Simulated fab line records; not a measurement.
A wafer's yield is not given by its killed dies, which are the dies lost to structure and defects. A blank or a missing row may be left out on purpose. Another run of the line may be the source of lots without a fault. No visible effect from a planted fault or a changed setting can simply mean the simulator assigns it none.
Struck lot and sound lot, side by side    flow berkeley_cmos170    45 out of 331 route steps
Sound: the wafers L532.1, L532.5, L532.6. Struck: wafers L552.3, L552.4, L552.6. At the end, the cause is stated.
At each step with rows: each side's tool, then ch and its chambers, then its first start. Under that, the readings that differ: sound wafers    struck wafers    difference of the means    sigmas: that difference in standard deviations of wafers without a fault.
alike: readings whose means differ by less than 2 such deviations, and words and numbers that are the same on both sides. not compared: withheld readings, readings that some wafer has no value for, bounds like >300 that may hide the same value, and numbers for which the record gives no deviation and whose values overlap.
A row with sigmas, a row that says differs or no value, or rows on one side alone: a step with any of these is where the two part. Numbers that don't overlap but have no deviation are shown without sigmas and don't part them. A reading that every wafer of one side lacks parts them only if that side has two wafers or more.

first, 3 steps without rows for these wafers: UCB170_NLDD_EXPOSE_03 (exposes mask NSELECT, target cd 1200 nm); UCB170_NLDD_PEB_04; UCB170_NLDD_DEVELOP_05 (develop time 45 s).
UCB170_NLDD_CD_MEAS_06 targets a cd of 1200 nm.
  sound: cd_sem-02 at day 8 00:07; struck: cd_sem-01 at day 12 03:44
  alike: cd_nm
UCB170_NLDD_OVL_MEAS_07:
  sound: overlay-01 at day 8 00:14; struck: overlay-02 at day 12 03:49
  alike: NLDD_OVL
then, 2 steps without rows for these wafers: UCB170_NLDD_IMPLANT_08; UCB170_NLDD_IMPLANT_09.
UCB170_NLDD_STRIP_10: strips in O2.
  sound on plasma_asher-04 ch 0,1, day 8 00:34; struck on plasma_asher-03 ch 0,1, day 12 04:11
reading                      sound        struck       difference  sigmas
drypump_motor_current_A (A)  5.1 5.2 5.1  5.9 6.0 6.0  +0.8        +2
  alike: oes_product_au, strip_time_to_endpoint_s
  not compared: rf_hours_counter_h
UCB170_NLDD_TW_MEAS_11:
  sound: film_metro-04 at day 8 00:40; struck: film_metro-03 at day 12 04:16
  alike: NLDD_TW
then, 2 steps without rows for these wafers: UCB170_NLDD_CLEAN_12 (cleans in SPM, time 600 s); UCB170_SPACER_CVD_00 (deposits SiO2 from TEOS/O2, target thk 376 nm, time 47 s).
UCB170_SPACER_THK_MEAS_01:
  sound: film_metro-02 at day 8 02:02; struck: film_metro-03 at day 12 04:33
  alike: SPACER_TEOS_THK
UCB170_SPACER_ANNEAL_02: time 1800 s.
  sound on furnace-02 ch 0, day 8 05:23; struck on furnace-02 ch 0, day 12 07:40
reading                sound              struck             difference  sigmas
spike_tc_centre_C (C)  904.2 904.5 904.2  883.2 883.7 883.6  -20.8       -21
spike_tc_load_C (C)    924.5 926.2 924.0  903.7 903.5 902.7  -21.6       -8
spike_tc_source_C (C)  920.1 918.4 919.5  898.6 900.2 899.1  -20.0       -7
UCB170_SPACER_ETCHBACK_03: etches SiO2 in CHF3/CF4/Ar, stops on Si, target depth 376 nm, time 100 s.
  sound on rie_diel-04 ch 0,2,3, day 8 06:53; struck on rie_diel-04 ch 1,2,3, day 12 09:10
  alike: drypump_motor_current_A, oes_product_au, rf_fwd_power_W, throttle_valve_pct
  not compared: rf_hours_counter_h
then, 6 steps without rows for these wafers: UCB170_PSD_HMDS_00 (prime time 60 s); UCB170_PSD_COAT_01 (resist thk 900 nm); UCB170_PSD_SOFTBAKE_02 (time 60 s); UCB170_PSD_EXPOSE_03 (exposes mask PSELECT MOD, target cd 1200 nm); UCB170_PSD_PEB_04; UCB170_PSD_DEVELOP_05 (develop time 45 s).
UCB170_PSD_CD_MEAS_06 targets a cd of 1200 nm.
  sound: cd_sem-02 at day 8 07:55; struck: cd_sem-01 at day 12 10:37
reading     sound                 struck                difference  sigmas
cd_nm (nm)  1196.7 1197.3 1197.8  1201.7 1203.9 1202.1  +5.3        +3
UCB170_PSD_OVL_MEAS_07:
  sound: overlay-02 at day 8 08:02; struck: overlay-01 at day 12 10:43
  alike: PSD_OVL
then, 1 step without rows for these wafers: UCB170_PSD_IMPLANT_08.
UCB170_PSD_STRIP_09: strips in O2.
  sound on plasma_asher-03 ch 0,1, day 8 08:14; struck on plasma_asher-02 ch 0,1, day 12 10:55
  alike: drypump_motor_current_A, oes_product_au, strip_time_to_endpoint_s
  not compared: rf_hours_counter_h
UCB170_PSD_TW_MEAS_10:
  sound: film_metro-04 at day 8 08:20; struck: film_metro-04 at day 12 11:00
  alike: PSD_TW
then, 7 steps without rows for these wafers: UCB170_PSD_CLEAN_11 (cleans in SPM, time 600 s); UCB170_NSD_HMDS_00 (prime time 60 s); UCB170_NSD_COAT_01 (resist thk 900 nm); UCB170_NSD_SOFTBAKE_02 (time 60 s); UCB170_NSD_EXPOSE_03 (exposes mask NSELECT MOD, target cd 1200 nm); UCB170_NSD_PEB_04; UCB170_NSD_DEVELOP_05 (develop time 45 s).
UCB170_NSD_CD_MEAS_06 targets a cd of 1200 nm.
  sound: cd_sem-01 at day 8 09:25; struck: cd_sem-02 at day 12 12:22
  alike: cd_nm
UCB170_NSD_OVL_MEAS_07:
  sound: overlay-02 at day 8 09:32; struck: overlay-02 at day 12 12:28
  alike: NSD_OVL
then, 1 step without rows for these wafers: UCB170_NSD_IMPLANT_08.
UCB170_NSD_STRIP_09: strips in O2.
  sound on plasma_asher-04 ch 0,1, day 8 09:43; struck on plasma_asher-04 ch 0,1, day 12 12:40
  alike: drypump_motor_current_A, oes_product_au, strip_time_to_endpoint_s
  not compared: rf_hours_counter_h
UCB170_NSD_TW_MEAS_10:
  sound: film_metro-03 at day 8 09:49; struck: film_metro-04 at day 12 12:46
  alike: NSD_TW
then, 4 steps without rows for these wafers: UCB170_NSD_CLEAN_11 (cleans in SPM, time 600 s); UCB170_BACKSIDE_HMDS_00 (prime time 60 s); UCB170_BACKSIDE_COAT_01 (resist thk 900 nm); UCB170_BACKSIDE_SOFTBAKE_02 (time 60 s).
UCB170_BACKSIDE_STRIP_03: strips in O2.
  sound on plasma_asher-02 ch 0,1, day 8 10:30; struck on plasma_asher-02 ch 0,1, day 12 14:30
  alike: drypump_motor_current_A, oes_product_au, strip_time_to_endpoint_s
  not compared: rf_hours_counter_h
UCB170_SDANNEAL_RS_MEAS_04: the measuring method here is four-point-probe.
  sound: film_metro-02 at day 8 11:08; struck: film_metro-04 at day 12 15:26
reading           sound                 struck                difference  sigmas
PLDD_RS (ohm/sq)  1032.7 1032.3 1033.5  1106.3 1109.1 1108.1  +75.0       +30
  not compared: hold
UCB170_SDANNEAL_RS_MEAS_05: the measuring method here is four-point-probe.
  sound: film_metro-02 at day 8 11:16; struck: film_metro-04 at day 12 18:07
reading  sound  struck                                                                      difference                    sigmas
hold     - - -  await_dispo/1.8h/release await_dispo/1.8h/release await_dispo/1.8h/release  no value on the sound wafers  
  alike: NLDD_RS
then, 1 step without rows for these wafers: UCB170_M3_PROBE_99.

WHERE THEY PART
At UCB170_NLDD_STRIP_10 first; at UCB170_SDANNEAL_RS_MEAS_05 last (within this record only).

WHY: what had been put in by the simulator
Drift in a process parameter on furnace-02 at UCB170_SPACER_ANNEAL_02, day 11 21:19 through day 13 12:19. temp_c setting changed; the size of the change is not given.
